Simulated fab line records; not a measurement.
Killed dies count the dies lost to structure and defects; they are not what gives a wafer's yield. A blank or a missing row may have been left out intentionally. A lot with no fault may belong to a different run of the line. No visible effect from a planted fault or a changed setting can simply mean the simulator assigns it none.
Chamber matching -- flow berkeley cmos170 -- 4 sister chambers for UCB170_V2_CMP_02 on cmp-01
The step polishes SiO2. 4 wafers are shown with their chamber, then 7 later ones without.

== EACH WAFER AND ITS CHAMBER ==
wafer,chamber,motor current A (A)
L502.2,2,17.3
L505.6,3,15.3
L511.3,0,16.9
L511.4,1,16.3

== WAFERS WITH NO CHAMBER GIVEN ==
wafer,motor current A (A)
L511.5,17.8
L516.2,14.9
L516.3,17.6
L516.6,16.0
L517.2,18.0
L517.3,15.1
L517.6,15.3

== WHICH CHAMBER EACH WENT THROUGH ==
wafer,from the rows above,in truth
L511.5,can't be placed: 2 or 0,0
L516.2,3,3
L516.3,can't be placed: 2 or 0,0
L516.6,can't be placed: 1 or 3 or 0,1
L517.2,can't be placed: 2 or 0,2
L517.3,3,3
L517.6,3,3
Correctly placed: 3 of 7. Unplaceable from these rows: 4, with the true chamber sitting among the candidates in 4. Placed wrongly: 0.
How it was worked out, from the rows above alone: a wafer's distance from a chamber is the root of the sum, over the readings, of the square of ((its reading less the chamber's mean) divided by the reading's scatter). If the next closest chamber is less than 2 further off than the closest, the wafer can't be placed; otherwise it belongs to the closest. For every chamber, the mean is computed from those of its wafers that are shown. The scatter: root of mean squared gap, hidden wafer to nearest shown wafer, with one shown wafer a chamber.
